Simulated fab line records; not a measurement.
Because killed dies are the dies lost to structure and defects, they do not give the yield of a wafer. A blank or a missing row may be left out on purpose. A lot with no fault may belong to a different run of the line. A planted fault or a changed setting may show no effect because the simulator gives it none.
fab line records :: flow ritCmos
[record]
  lots = 5
  wafers = 15
  lastDay = 7
route steps=202 shown M1@193
lots with no fault: from the same line, run without faults
startH: hours from the record's opening day to when the first of the lot's shown wafers began :: waitH: time in hours since the lot's previous step :: " identical to the entry in the row above :: L1.1+2: several wafers, shown together as one row :: - no value, or no start given :: * or withheld: withheld :: < > ~ a bound
route shown NAME@n: names a module that has steps shown in the file, with the first one's number in the route :: usual: mean/standard deviation of fault-free wafers :: same: alike in all rows :: chamber/n: place in a boat :: sites: each site's reading :: _std_site: standard deviation across them :: _edge_site: the outer-site mean with the inner-site mean subtracted :: radiusMm: for every site, how far away it sits from the centre of the wafer :: mask NAME#n: copy n :: behind: the tool/chamber that last shaped the wafer :: hold: the reason the lot was held/the length of the hold in hours/how it ended :: device: which transistor (n, p or np) failed to switch :: end of line: tests of these same wafers at the route's end :: for a step that has no rows: nothing shown but its recipe :: killed: the dies lost at the first sort to structure and to defects; this is not the yield of the wafer :: map: a wafer's dies, x killed, . not, _ none there
set.NAME: setting as actually run; set.NAME@STEP: the setting as run at that earlier step :: model.NAME: the simulator's own value behind a step, which no gauge read
lots seen at some steps along the route; tables by step, rows by wafer
services: the hour from which a tool's chamber was out of use, counted from the record's first day as startH (under 0 if before that day), plus the number of hours and why
[[steps]]
[step RIT_M1_CD_MEAS_09]
[recipe]
  targetCdNm = 2600
[usual]
  cdNm = 2599.3/2.2
lot.wafer: L075.3
tool: cdSem-01
chamber: -
startH: 60.26
waitH: -
cdNm: 2599.0

lot.wafer: L075.5
tool: cdSem-01
chamber: -
startH: 60.26
waitH: -
cdNm: 2597.6

lot.wafer: L075.6
tool: cdSem-01
chamber: -
startH: 60.26
waitH: -
cdNm: 2597.4

lot.wafer: L079.3
tool: cdSem-02
chamber: -
startH: 83.12
waitH: -
cdNm: 2596.5

lot.wafer: L079.4
tool: cdSem-02
chamber: -
startH: 83.12
waitH: -
cdNm: 2598.4

lot.wafer: L079.6
tool: cdSem-02
chamber: -
startH: 83.12
waitH: -
cdNm: 2598.5

lot.wafer: L089.3
tool: cdSem-01
chamber: -
startH: 130.04
waitH: -
cdNm: 2600.2

lot.wafer: L089.4
tool: cdSem-01
chamber: -
startH: 130.04
waitH: -
cdNm: 2600.8

lot.wafer: L089.5
tool: cdSem-01
chamber: -
startH: 130.04
waitH: -
cdNm: 2599.7

lot.wafer: L091.1
tool: cdSem-02
chamber: -
startH: 138.15
waitH: -
cdNm: 2601.1

lot.wafer: L091.2
tool: cdSem-02
chamber: -
startH: 138.15
waitH: -
cdNm: 2600.3

lot.wafer: L091.6
tool: cdSem-02
chamber: -
startH: 138.15
waitH: -
cdNm: 2601.6

lot.wafer: L097.1
tool: cdSem-02
chamber: -
startH: 170.34
waitH: -
cdNm: 2598.9

lot.wafer: L097.3
tool: cdSem-02
chamber: -
startH: 170.34
waitH: -
cdNm: 2601.3

lot.wafer: L097.5
tool: cdSem-02
chamber: -
startH: 170.34
waitH: -
cdNm: 2602.2
[step RIT_M1_OVL_MEAS_10]
[usual]
  M1_OVL = 0.7/1.3
lot.wafer: L075.3
tool: overlay-01
chamber: -
startH: 60.35
waitH: 0.1
M1_OVL[nm]: 0.8

lot.wafer: L075.5
tool: overlay-01
chamber: -
startH: 60.35
waitH: 0.1
M1_OVL[nm]: 1.4

lot.wafer: L075.6
tool: overlay-01
chamber: -
startH: 60.35
waitH: 0.1
M1_OVL[nm]: 0.6

lot.wafer: L079.3
tool: overlay-01
chamber: -
startH: 83.21
waitH: 0.1
M1_OVL[nm]: 0.3

lot.wafer: L079.4
tool: overlay-01
chamber: -
startH: 83.21
waitH: 0.1
M1_OVL[nm]: 0.0

lot.wafer: L079.6
tool: overlay-01
chamber: -
startH: 83.21
waitH: 0.1
M1_OVL[nm]: 0.6

lot.wafer: L089.3
tool: overlay-01
chamber: -
startH: 130.13
waitH: 0.1
M1_OVL[nm]: 1.0

lot.wafer: L089.4
tool: overlay-01
chamber: -
startH: 130.13
waitH: 0.1
M1_OVL[nm]: 1.7

lot.wafer: L089.5
tool: overlay-01
chamber: -
startH: 130.13
waitH: 0.1
M1_OVL[nm]: 1.8

lot.wafer: L091.1
tool: overlay-01
chamber: -
startH: 138.27
waitH: 0.1
M1_OVL[nm]: 2.2

lot.wafer: L091.2
tool: overlay-01
chamber: -
startH: 138.27
waitH: 0.1
M1_OVL[nm]: 2.2

lot.wafer: L091.6
tool: overlay-01
chamber: -
startH: 138.27
waitH: 0.1
M1_OVL[nm]: 0.5

lot.wafer: L097.1
tool: overlay-01
chamber: -
startH: 170.46
waitH: 0.1
M1_OVL[nm]: -1.0

lot.wafer: L097.3
tool: overlay-01
chamber: -
startH: 170.46
waitH: 0.1
M1_OVL[nm]: -2.2

lot.wafer: L097.5
tool: overlay-01
chamber: -
startH: 170.46
waitH: 0.1
M1_OVL[nm]: -3.3
[step RIT_M1_HARDBAKE_11]
[recipe]
  resist = NOVOLAK
  tempC = 140
  timeS = 120
[usual]
  plateTempC = 139.98/0.14
  resistLineTempC = 22.98/0.097
lot.wafer: L075.3
tool: lithoTrack-04
chamber: 0
startH: 60.46
waitH: 0.1
plateTempC: 140.08
resistLineTempC: 23.02

lot.wafer: L075.5
tool: lithoTrack-04
chamber: 0
startH: 60.46
waitH: 0.1
plateTempC: 140.04
resistLineTempC: 22.84

lot.wafer: L075.6
tool: lithoTrack-04
chamber: 0
startH: 60.46
waitH: 0.1
plateTempC: 139.98
resistLineTempC: 23.01

lot.wafer: L079.3
tool: lithoTrack-04
chamber: 0
startH: 83.32
waitH: 0.1
plateTempC: 140.24
resistLineTempC: 22.84

lot.wafer: L079.4
tool: lithoTrack-04
chamber: 0
startH: 83.32
waitH: 0.1
plateTempC: 139.94
resistLineTempC: 22.97

lot.wafer: L079.6
tool: lithoTrack-04
chamber: 0
startH: 83.32
waitH: 0.1
plateTempC: 140.17
resistLineTempC: 22.95

lot.wafer: L089.3
tool: lithoTrack-03
chamber: 0
startH: 130.24
waitH: 0.1
plateTempC: 139.86
resistLineTempC: 22.87

lot.wafer: L089.4
tool: lithoTrack-03
chamber: 0
startH: 130.24
waitH: 0.1
plateTempC: 139.82
resistLineTempC: 23.00

lot.wafer: L089.5
tool: lithoTrack-03
chamber: 0
startH: 130.24
waitH: 0.1
plateTempC: 139.84
resistLineTempC: 22.90

lot.wafer: L091.1
tool: lithoTrack-04
chamber: 0
startH: 138.32
waitH: 0.0
plateTempC: 139.95
resistLineTempC: 22.89

lot.wafer: L091.2
tool: lithoTrack-04
chamber: 0
startH: 138.32
waitH: 0.0
plateTempC: 139.72
resistLineTempC: 22.80

lot.wafer: L091.6
tool: lithoTrack-04
chamber: 0
startH: 138.32
waitH: 0.0
plateTempC: 140.09
resistLineTempC: 22.90

lot.wafer: L097.1
tool: lithoTrack-01
chamber: 0
startH: 170.49
waitH: 0.0
plateTempC: 140.05
resistLineTempC: 22.93

lot.wafer: L097.3
tool: lithoTrack-01
chamber: 0
startH: 170.49
waitH: 0.0
plateTempC: 139.93
resistLineTempC: 22.92

lot.wafer: L097.5
tool: lithoTrack-01
chamber: 0
startH: 170.49
waitH: 0.0
plateTempC: 139.99
resistLineTempC: 22.98
[step RIT_M1_METAL_ETCH_12]
[recipe]
  stopOn = SiO2
  chemistry = Cl2/BCl3
  target = Al
  timeS = 165
  overEtchFrac = 0.5
  pressureMtorr = 100
  targetDepthA = 6000
  rfW = 250
  Cl2_flow_sccm = 60
  bcl3FlowSccm = 50
[usual]
  bcl3FlowSccm = 50.02/0.15
  chamberPressureMTorr = 100.00/0.1
  drypumpMotorCurrentA = 5.7/0.45
  oesProductAu = 0.772/0.0088
  throttleValvePct = 8.34/0.11
lot.wafer: L075.3
tool: rieMetal-01
chamber: 1
startH: 60.68
waitH: 0.2
bcl3FlowSccm: 50.30
chamberPressureMTorr: 100.04
drypumpMotorCurrentA: 5.8
oesProductAu: 0.768
rfHoursCounterH: -
throttleValvePct: 8.37

lot.wafer: L075.5
tool: rieMetal-01
chamber: 1
startH: 60.68
waitH: 0.2
bcl3FlowSccm: 50.03
chamberPressureMTorr: 100.19
drypumpMotorCurrentA: 5.8
oesProductAu: 0.776
rfHoursCounterH: -
throttleValvePct: 8.41

lot.wafer: L075.6
tool: rieMetal-01
chamber: 0
startH: 60.68
waitH: 0.2
bcl3FlowSccm: 50.10
chamberPressureMTorr: 100.16
drypumpMotorCurrentA: 6.4
oesProductAu: 0.762
rfHoursCounterH: -
throttleValvePct: 8.20

lot.wafer: L079.3
tool: rieMetal-04
chamber: 1
startH: 83.54
waitH: 0.2
bcl3FlowSccm: 49.84
chamberPressureMTorr: 100.04
drypumpMotorCurrentA: 5.5
oesProductAu: 0.776
rfHoursCounterH: -
throttleValvePct: 8.31

lot.wafer: L079.4
tool: rieMetal-04
chamber: 0
startH: 83.54
waitH: 0.2
bcl3FlowSccm: 50.04
chamberPressureMTorr: 100.10
drypumpMotorCurrentA: 5.1
oesProductAu: 0.762
rfHoursCounterH: -
throttleValvePct: 8.55

lot.wafer: L079.6
tool: rieMetal-04
chamber: 1
startH: 83.54
waitH: 0.2
bcl3FlowSccm: 50.00
chamberPressureMTorr: 99.94
drypumpMotorCurrentA: 5.5
oesProductAu: 0.783
rfHoursCounterH: -
throttleValvePct: 8.28

lot.wafer: L089.3
tool: rieMetal-04
chamber: 1
startH: 130.51
waitH: 0.2
bcl3FlowSccm: 50.08
chamberPressureMTorr: 100.06
drypumpMotorCurrentA: 5.5
oesProductAu: 0.764
rfHoursCounterH: -
throttleValvePct: 8.30

lot.wafer: L089.4
tool: rieMetal-04
chamber: 1
startH: 130.51
waitH: 0.2
bcl3FlowSccm: 49.85
chamberPressureMTorr: 99.97
drypumpMotorCurrentA: 5.5
oesProductAu: 0.773
rfHoursCounterH: -
throttleValvePct: 8.31

lot.wafer: L089.5
tool: rieMetal-04
chamber: 1
startH: 130.51
waitH: 0.2
bcl3FlowSccm: 50.14
chamberPressureMTorr: 99.95
drypumpMotorCurrentA: 5.5
oesProductAu: 0.765
rfHoursCounterH: -
throttleValvePct: 8.31

lot.wafer: L091.1
tool: rieMetal-04
chamber: 0
startH: 138.57
waitH: 0.2
bcl3FlowSccm: 50.03
chamberPressureMTorr: 100.01
drypumpMotorCurrentA: 5.1
oesProductAu: 0.762
rfHoursCounterH: 3
throttleValvePct: 8.53

lot.wafer: L091.2
tool: rieMetal-04
chamber: 1
startH: 138.57
waitH: 0.2
bcl3FlowSccm: 50.05
chamberPressureMTorr: 99.83
drypumpMotorCurrentA: 5.5
oesProductAu: 0.772
rfHoursCounterH: 4
throttleValvePct: 8.29

lot.wafer: L091.6
tool: rieMetal-04
chamber: 0
startH: 138.57
waitH: 0.2
bcl3FlowSccm: 49.95
chamberPressureMTorr: 100.18
drypumpMotorCurrentA: 5.1
oesProductAu: 0.753
rfHoursCounterH: -
throttleValvePct: 8.54

lot.wafer: L097.1
tool: rieMetal-01
chamber: 0
startH: 170.74
waitH: 0.2
bcl3FlowSccm: 49.95
chamberPressureMTorr: 99.88
drypumpMotorCurrentA: 6.5
oesProductAu: 0.762
rfHoursCounterH: 2
throttleValvePct: 8.19

lot.wafer: L097.3
tool: rieMetal-01
chamber: 0
startH: 170.74
waitH: 0.2
bcl3FlowSccm: 49.77
chamberPressureMTorr: 99.91
drypumpMotorCurrentA: 6.5
oesProductAu: 0.757
rfHoursCounterH: -
throttleValvePct: 8.20

lot.wafer: L097.5
tool: rieMetal-01
chamber: 0
startH: 170.74
waitH: 0.2
bcl3FlowSccm: 49.86
chamberPressureMTorr: 100.02
drypumpMotorCurrentA: 6.5
oesProductAu: 0.760
rfHoursCounterH: -
throttleValvePct: 8.19
[step RIT_M1_STRIP_13]
[recipe]
  chemistry = nmp
  resist = NOVOLAK
  tempC = 80
  timeS = 600
  dry = n2Spin
[usual]
  bathHeatDutyPct = 18.5/2.2
  tempC = 80.02/0.12
lot.wafer: L075.3
tool: wetBench-03
chamber: 1
startH: 60.79
waitH: 0.1
bathHeatDutyPct: 19.7
tempC: 80.06

lot.wafer: L075.5
tool: wetBench-03
chamber: 1
startH: 60.79
waitH: 0.1
bathHeatDutyPct: 20.1
tempC: 80.22

lot.wafer: L075.6
tool: wetBench-03
chamber: 1
startH: 60.79
waitH: 0.1
bathHeatDutyPct: 21.0
tempC: 80.01

lot.wafer: L079.3
tool: wetBench-01
chamber: 3
startH: 83.65
waitH: 0.1
bathHeatDutyPct: 13.2
tempC: 79.98

lot.wafer: L079.4
tool: wetBench-01
chamber: 3
startH: 83.65
waitH: 0.1
bathHeatDutyPct: 12.8
tempC: 80.18

lot.wafer: L079.6
tool: wetBench-01
chamber: 3
startH: 83.65
waitH: 0.1
bathHeatDutyPct: 11.6
tempC: 80.08

lot.wafer: L089.3
tool: wetBench-03
chamber: 1
startH: 130.73
waitH: 0.2
bathHeatDutyPct: 20.9
tempC: 79.91

lot.wafer: L089.4
tool: wetBench-03
chamber: 1
startH: 130.73
waitH: 0.2
bathHeatDutyPct: 23.5
tempC: 80.07

lot.wafer: L089.5
tool: wetBench-03
chamber: 1
startH: 130.73
waitH: 0.2
bathHeatDutyPct: 21.0
tempC: 79.89

lot.wafer: L091.1
tool: wetBench-04
chamber: 0
startH: 138.73
waitH: 0.1
bathHeatDutyPct: 17.3
tempC: 79.95

lot.wafer: L091.2
tool: wetBench-04
chamber: 0
startH: 138.73
waitH: 0.1
bathHeatDutyPct: 18.6
tempC: 80.15

lot.wafer: L091.6
tool: wetBench-04
chamber: 0
startH: 138.73
waitH: 0.1
bathHeatDutyPct: 16.9
tempC: 79.97

lot.wafer: L097.1
tool: wetBench-04
chamber: 2
startH: 170.91
waitH: 0.1
bathHeatDutyPct: 15.6
tempC: 80.01

lot.wafer: L097.3
tool: wetBench-04
chamber: 2
startH: 170.91
waitH: 0.1
bathHeatDutyPct: 18.5
tempC: 79.82

lot.wafer: L097.5
tool: wetBench-04
chamber: 2
startH: 170.91
waitH: 0.1
bathHeatDutyPct: 15.6
tempC: 79.92
[step RIT_M1_STRIP_14]
[recipe]
  chemistry = O2
  timeS = 186.3
  platenTempC = withheld
  powerW = 500
  pressureMtorr = 4000
  o2FlowSccm = 4000
[usual]
  chamberPressureMTorr = 4000/3.6
  drypumpMotorCurrentA = 5.4/0.43
lot.wafer: L075.3
tool: plasmaAsher-01
chamber: 0
startH: 61.02
waitH: 0.1
chamberPressureMTorr: 3995
drypumpMotorCurrentA: 4.8
rfHoursCounterH: -

lot.wafer: L075.5
tool: plasmaAsher-01
chamber: 0
startH: 61.02
waitH: 0.1
chamberPressureMTorr: 3995
drypumpMotorCurrentA: 4.8
rfHoursCounterH: -

lot.wafer: L075.6
tool: plasmaAsher-01
chamber: 1
startH: 61.02
waitH: 0.1
chamberPressureMTorr: 3995
drypumpMotorCurrentA: 5.9
rfHoursCounterH: -

lot.wafer: L079.3
tool: plasmaAsher-04
chamber: 0
startH: 83.88
waitH: 0.1
chamberPressureMTorr: 3997
drypumpMotorCurrentA: 5.8
rfHoursCounterH: -

lot.wafer: L079.4
tool: plasmaAsher-04
chamber: 1
startH: 83.88
waitH: 0.1
chamberPressureMTorr: 4006
drypumpMotorCurrentA: 5.5
rfHoursCounterH: -

lot.wafer: L079.6
tool: plasmaAsher-04
chamber: 1
startH: 83.88
waitH: 0.1
chamberPressureMTorr: 3997
drypumpMotorCurrentA: 5.5
rfHoursCounterH: -

lot.wafer: L089.3
tool: plasmaAsher-03
chamber: 1
startH: 130.96
waitH: 0.1
chamberPressureMTorr: 4004
drypumpMotorCurrentA: 5.7
rfHoursCounterH: -

lot.wafer: L089.4
tool: plasmaAsher-03
chamber: 0
startH: 130.96
waitH: 0.1
chamberPressureMTorr: 4002
drypumpMotorCurrentA: 4.8
rfHoursCounterH: -

lot.wafer: L089.5
tool: plasmaAsher-03
chamber: 0
startH: 130.96
waitH: 0.1
chamberPressureMTorr: 3997
drypumpMotorCurrentA: 4.8
rfHoursCounterH: -

lot.wafer: L091.1
tool: plasmaAsher-03
chamber: 1
startH: 138.91
waitH: 0.0
chamberPressureMTorr: 4002
drypumpMotorCurrentA: 5.7
rfHoursCounterH: 51

lot.wafer: L091.2
tool: plasmaAsher-03
chamber: 0
startH: 138.91
waitH: 0.0
chamberPressureMTorr: 3998
drypumpMotorCurrentA: 4.8
rfHoursCounterH: 51

lot.wafer: L091.6
tool: plasmaAsher-03
chamber: 1
startH: 138.91
waitH: 0.0
chamberPressureMTorr: 4000
drypumpMotorCurrentA: 5.7
rfHoursCounterH: -

lot.wafer: L097.1
tool: plasmaAsher-04
chamber: 0
startH: 171.08
waitH: 0.0
chamberPressureMTorr: 4005
drypumpMotorCurrentA: 5.8
rfHoursCounterH: 6

lot.wafer: L097.3
tool: plasmaAsher-04
chamber: 0
startH: 171.08
waitH: 0.0
chamberPressureMTorr: 3999
drypumpMotorCurrentA: 5.8
rfHoursCounterH: -

lot.wafer: L097.5
tool: plasmaAsher-04
chamber: 1
startH: 171.08
waitH: 0.0
chamberPressureMTorr: 4004
drypumpMotorCurrentA: 5.6
rfHoursCounterH: -
[step RIT_M1_CD_MEAS_90]
[recipe]
  targetCdNm = 2600
[usual]
  cdNm = 2598.8/3
lot.wafer: L075.3
tool: cdSem-01
chamber: -
startH: 61.18
waitH: 0.1
cdNm: 2599.8

lot.wafer: L075.5
tool: cdSem-01
chamber: -
startH: 61.18
waitH: 0.1
cdNm: 2598.3

lot.wafer: L075.6
tool: cdSem-01
chamber: -
startH: 61.18
waitH: 0.1
cdNm: 2599.1

lot.wafer: L079.3
tool: cdSem-02
chamber: -
startH: 84.04
waitH: 0.1
cdNm: 2592.2

lot.wafer: L079.4
tool: cdSem-02
chamber: -
startH: 84.04
waitH: 0.1
cdNm: 2596.4

lot.wafer: L079.6
tool: cdSem-02
chamber: -
startH: 84.04
waitH: 0.1
cdNm: 2594.3

lot.wafer: L089.3
tool: cdSem-01
chamber: -
startH: 131.12
waitH: 0.1
cdNm: 2596.6

lot.wafer: L089.4
tool: cdSem-01
chamber: -
startH: 131.12
waitH: 0.1
cdNm: 2597.9

lot.wafer: L089.5
tool: cdSem-01
chamber: -
startH: 131.12
waitH: 0.1
cdNm: 2597.3

lot.wafer: L091.1
tool: cdSem-01
chamber: -
startH: 139.08
waitH: 0.1
cdNm: 2599.2

lot.wafer: L091.2
tool: cdSem-01
chamber: -
startH: 139.08
waitH: 0.1
cdNm: 2598.1

lot.wafer: L091.6
tool: cdSem-01
chamber: -
startH: 139.08
waitH: 0.1
cdNm: 2600.6

lot.wafer: L097.1
tool: cdSem-02
chamber: -
startH: 171.26
waitH: 0.1
cdNm: 2599.6

lot.wafer: L097.3
tool: cdSem-02
chamber: -
startH: 171.26
waitH: 0.1
cdNm: 2602.3

lot.wafer: L097.5
tool: cdSem-02
chamber: -
startH: 171.26
waitH: 0.1
cdNm: 2603.2
[step RIT_M1_ANNEAL_15]
[recipe]
  tempC = 450
  timeS = 1800
  ambient = forming_gas_H2N2
[usual]
  spikeTcLoadC = 468.7/1.9
  zonePowerLoadPct = 7.0/0.52
lot.wafer: L075.3
tool: -
chamber: -
startH: 62.05
waitH: 0.9
spikeTcLoadC: 468.9
zonePowerLoadPct: 7.1

lot.wafer: L075.5
tool: -
chamber: -
startH: 62.05
waitH: 0.9
spikeTcLoadC: 468.6
zonePowerLoadPct: 7.1

lot.wafer: L075.6
tool: -
chamber: -
startH: 62.05
waitH: 0.9
spikeTcLoadC: 468.8
zonePowerLoadPct: 7.1

lot.wafer: L079.3
tool: -
chamber: -
startH: 84.12
waitH: 0.1
spikeTcLoadC: 470.7
zonePowerLoadPct: 6.4

lot.wafer: L079.4
tool: -
chamber: -
startH: 84.12
waitH: 0.1
spikeTcLoadC: 472.3
zonePowerLoadPct: 6.4

lot.wafer: L079.6
tool: -
chamber: -
startH: 84.12
waitH: 0.1
spikeTcLoadC: 469.0
zonePowerLoadPct: 6.3

lot.wafer: L089.3
tool: -
chamber: -
startH: 131.20
waitH: 0.1
spikeTcLoadC: 468.3
zonePowerLoadPct: 7.3

lot.wafer: L089.4
tool: -
chamber: -
startH: 131.20
waitH: 0.1
spikeTcLoadC: 467.8
zonePowerLoadPct: 7.1

lot.wafer: L089.5
tool: -
chamber: -
startH: 131.20
waitH: 0.1
spikeTcLoadC: 468.6
zonePowerLoadPct: 7.1

lot.wafer: L091.1
tool: -
chamber: -
startH: 139.20
waitH: 0.1
spikeTcLoadC: 469.7
zonePowerLoadPct: 7.0

lot.wafer: L091.2
tool: -
chamber: -
startH: 139.20
waitH: 0.1
spikeTcLoadC: 468.1
zonePowerLoadPct: 7.1

lot.wafer: L091.6
tool: -
chamber: -
startH: 139.20
waitH: 0.1
spikeTcLoadC: 468.0
zonePowerLoadPct: 7.1

lot.wafer: L097.1
tool: -
chamber: -
startH: 171.38
waitH: 0.1
spikeTcLoadC: 468.1
zonePowerLoadPct: 7.3

lot.wafer: L097.3
tool: -
chamber: -
startH: 171.38
waitH: 0.1
spikeTcLoadC: 469.3
zonePowerLoadPct: 7.0

lot.wafer: L097.5
tool: -
chamber: -
startH: 171.38
waitH: 0.1
spikeTcLoadC: 469.0
zonePowerLoadPct: 7.1
[step RIT_M1_BOW_MEAS_16]
[recipe]
  mode = bow
[usual]
  M1_BOW = 16/6.3
lot.wafer: L075.3
tool: filmMetro-03
chamber: -
startH: 63.59
waitH: 0.0
M1_BOW[um]: 18

lot.wafer: L075.5
tool: filmMetro-03
chamber: -
startH: 63.59
waitH: 0.0
M1_BOW[um]: 23

lot.wafer: L075.6
tool: filmMetro-03
chamber: -
startH: 63.59
waitH: 0.0
M1_BOW[um]: 21

lot.wafer: L079.3
tool: filmMetro-02
chamber: -
startH: 85.66
waitH: 0.0
M1_BOW[um]: 25

lot.wafer: L079.4
tool: filmMetro-02
chamber: -
startH: 85.66
waitH: 0.0
M1_BOW[um]: 14

lot.wafer: L079.6
tool: filmMetro-02
chamber: -
startH: 85.66
waitH: 0.0
M1_BOW[um]: 27

lot.wafer: L089.3
tool: filmMetro-01
chamber: -
startH: 132.74
waitH: 0.0
M1_BOW[um]: 7

lot.wafer: L089.4
tool: filmMetro-01
chamber: -
startH: 132.74
waitH: 0.0
M1_BOW[um]: 6

lot.wafer: L089.5
tool: filmMetro-01
chamber: -
startH: 132.74
waitH: 0.0
M1_BOW[um]: 10

lot.wafer: L091.1
tool: filmMetro-02
chamber: -
startH: 140.70
waitH: 0.0
M1_BOW[um]: 18

lot.wafer: L091.2
tool: filmMetro-02
chamber: -
startH: 140.70
waitH: 0.0
M1_BOW[um]: 17

lot.wafer: L091.6
tool: filmMetro-02
chamber: -
startH: 140.70
waitH: 0.0
M1_BOW[um]: 15

lot.wafer: L097.1
tool: filmMetro-02
chamber: -
startH: 172.88
waitH: 0.0
M1_BOW[um]: 13

lot.wafer: L097.3
tool: filmMetro-02
chamber: -
startH: 172.88
waitH: 0.0
M1_BOW[um]: 19

lot.wafer: L097.5
tool: filmMetro-02
chamber: -
startH: 172.88
waitH: 0.0
M1_BOW[um]: 8
[step RIT_M1_PROBE_99]
[usual]
  defectLimitedYield = 97.3/1.2
  killedAtContacts = 0.1/0.31
  killedAtFrontEnd = 7/3.2
  killedDies = 7/3.2
  killedOpen = 3.6/2.1
  killedShort = 3.5/2.1
  sort_bin_3_pad_short = 0.1/0.21
  sort_bin_5_function = 1.6/0.88
  sort_bin_6_memory = 1.0/0.66
  sortNPass = 257/3.2
  sortYieldPct = 97.3/1.2
[same]
  grossDies = 264
  killed_at_M0_to_M3 = 0
  killed_at_M4_up = 0
  killedAtBackSide = 0
  killedAtOther = 0
lot.wafer: L079.3
tool: prober-01
chamber: -
startH: 85.84
waitH: 0.2
defectLimitedYield[%]: 93.9
killedAtContacts: 1
killedAtFrontEnd: 15
killedDies: 16
killedOpen: 8
killedShort: 8
sort_bin_3_pad_short[%]: 0.4
sort_bin_5_function[%]: 4.9
sort_bin_6_memory[%]: 0.8
sortNPass: 248
sortYieldPct[%]: 93.9

lot.wafer: L079.4
tool: prober-01
chamber: -
startH: 85.89
waitH: 0.2
defectLimitedYield[%]: 97.0
killedAtContacts: 0
killedAtFrontEnd: 8
killedDies: 8
killedOpen: 4
killedShort: 4
sort_bin_3_pad_short[%]: 0
sort_bin_5_function[%]: 1.9
sort_bin_6_memory[%]: 1.1
sortNPass: 256
sortYieldPct[%]: 97.0

lot.wafer: L079.6
tool: prober-01
chamber: -
startH: 85.99
waitH: 0.2
defectLimitedYield[%]: 98.5
killedAtContacts: 0
killedAtFrontEnd: 4
killedDies: 4
killedOpen: 1
killedShort: 3
sort_bin_3_pad_short[%]: 0
sort_bin_5_function[%]: 1.1
sort_bin_6_memory[%]: 0.4
sortNPass: 260
sortYieldPct[%]: 98.5

lot.wafer: L089.3
tool: prober-01
chamber: -
startH: 132.92
waitH: 0.2
defectLimitedYield[%]: 97.3
killedAtContacts: 0
killedAtFrontEnd: 7
killedDies: 7
killedOpen: 4
killedShort: 3
sort_bin_3_pad_short[%]: 0
sort_bin_5_function[%]: 1.1
sort_bin_6_memory[%]: 1.5
sortNPass: 257
sortYieldPct[%]: 97.3

lot.wafer: L089.4
tool: prober-01
chamber: -
startH: 132.97
waitH: 0.2
defectLimitedYield[%]: 97.3
killedAtContacts: 0
killedAtFrontEnd: 7
killedDies: 7
killedOpen: 2
killedShort: 5
sort_bin_3_pad_short[%]: 0.4
sort_bin_5_function[%]: 1.1
sort_bin_6_memory[%]: 1.1
sortNPass: 257
sortYieldPct[%]: 97.3

lot.wafer: L089.5
tool: prober-01
chamber: -
startH: 133.02
waitH: 0.2
defectLimitedYield[%]: 96.2
killedAtContacts: 0
killedAtFrontEnd: 10
killedDies: 10
killedOpen: 4
killedShort: 6
sort_bin_3_pad_short[%]: 0
sort_bin_5_function[%]: 2.7
sort_bin_6_memory[%]: 1.1
sortNPass: 254
sortYieldPct[%]: 96.2

lot.wafer: L097.1
tool: prober-01
chamber: -
startH: 173.00
waitH: 0.1
defectLimitedYield[%]: 95.8
killedAtContacts: 0
killedAtFrontEnd: 11
killedDies: 11
killedOpen: 5
killedShort: 6
sort_bin_3_pad_short[%]: 0.4
sort_bin_5_function[%]: 3.0
sort_bin_6_memory[%]: 0.8
sortNPass: 253
sortYieldPct[%]: 95.8

lot.wafer: L097.3
tool: prober-01
chamber: -
startH: 173.10
waitH: 0.2
defectLimitedYield[%]: 98.1
killedAtContacts: 0
killedAtFrontEnd: 5
killedDies: 5
killedOpen: 3
killedShort: 2
sort_bin_3_pad_short[%]: 0
sort_bin_5_function[%]: 1.9
sort_bin_6_memory[%]: 0
sortNPass: 259
sortYieldPct[%]: 98.1

lot.wafer: L097.5
tool: prober-01
chamber: -
startH: 173.20
waitH: 0.2
defectLimitedYield[%]: 97.3
killedAtContacts: 0
killedAtFrontEnd: 7
killedDies: 7
killedOpen: 5
killedShort: 1
sort_bin_3_pad_short[%]: 0
sort_bin_5_function[%]: 1.9
sort_bin_6_memory[%]: 0.8
sortNPass: 257
sortYieldPct[%]: 97.3
// killed by level:class
L079.3 GATE:geometricParticle:open=4 GATE:geometricParticle:short=4 FOX1:geometricParticle:open=2 FOX1:geometricParticle:short=1 REOX:geometricParticle:open=1 REOX:geometricParticle:short=1 SPACER:geometricParticle:open=1 SILICIDE:geometricParticle:short=1
L079.4 FOX2:geometricParticle:open=2 SILICIDE:geometricParticle:short=2 FOX1:geometricParticle:open=1 GATE:geometricParticle:short=1 REOX:geometricParticle:short=1 SPACER:geometricParticle:open=1
L079.6 FOX2:geometricParticle:short=3 FOX2:geometricParticle:open=1
L089.3 GATE:geometricParticle:short=3 GATE:geometricParticle:open=3 SILICIDE:geometricParticle:open=1
L089.4 GATE:geometricParticle:short=5 FOX1:geometricParticle:open=2
L089.5 GATE:geometricParticle:short=4 GATE:geometricParticle:open=2 FOX2:geometricParticle:open=1 REOX:geometricParticle:open=1 REOX:geometricParticle:short=1 SPACER:geometricParticle:short=1
L097.1 GATE:geometricParticle:short=4 FOX1:geometricParticle:open=1 GATE:geometricParticle:open=1 REOX:geometricParticle:open=1 REOX:geometricParticle:short=1 SPACER:geometricParticle:open=1 SPACER:geometricParticle:short=1 SILICIDE:geometricParticle:open=1
L097.3 GATE:geometricParticle:open=2 REOX:geometricParticle:open=1 REOX:geometricParticle:short=1 SPACER:geometricParticle:short=1
L097.5 GATE:geometricParticle:open=3 FOX1:geometricParticle:open=1 REOX:geometricParticle:open=1 SILICIDE:geometricParticle:short=1 PSD:coatMicrobubblePrinted=1
[[services]]
tool: plasmaAsher-04
chamber: -
startH: 54.47
hours: 2.2
kind: repair

tool: wetBench-03
chamber: -
startH: 56.80
hours: 3.3
kind: repair

tool: rieMetal-04
chamber: -
startH: 64.87
hours: 0.9
kind: repair

tool: plasmaAsher-01
chamber: -
startH: 70.32
hours: 15.6
kind: pm

tool: furnace-03
chamber: -
startH: 98.95
hours: 1.7
kind: pm

tool: plasmaAsher-04
chamber: -
startH: 108.75
hours: 9.0
kind: pm

tool: plasmaAsher-04
chamber: 0
startH: 108.75
hours: 9.0
kind: ventCycle

tool: plasmaAsher-04
chamber: 1
startH: 108.75
hours: 9.0
kind: ventCycle

tool: wetBench-04
chamber: -
startH: 114.28
hours: 4.6
kind: repair

tool: rieMetal-04
chamber: 0
startH: 115.04
hours: 17.4
kind: repair

tool: plasmaAsher-04
chamber: 0
startH: 117.75
hours: -
kind: clean

tool: plasmaAsher-04
chamber: 1
startH: 117.75
hours: -
kind: clean

tool: rieMetal-04
chamber: 1
startH: 121.73
hours: 6.4
kind: repair

tool: furnace-03
chamber: -
startH: 144.94
hours: 3.0
kind: pm

tool: rieMetal-01
chamber: -
startH: 151.04
hours: 1.2
kind: repair

tool: lithoTrack-04
chamber: -
startH: 163.50
hours: -
kind: consumableReplace:filter
[[key]]
fault none
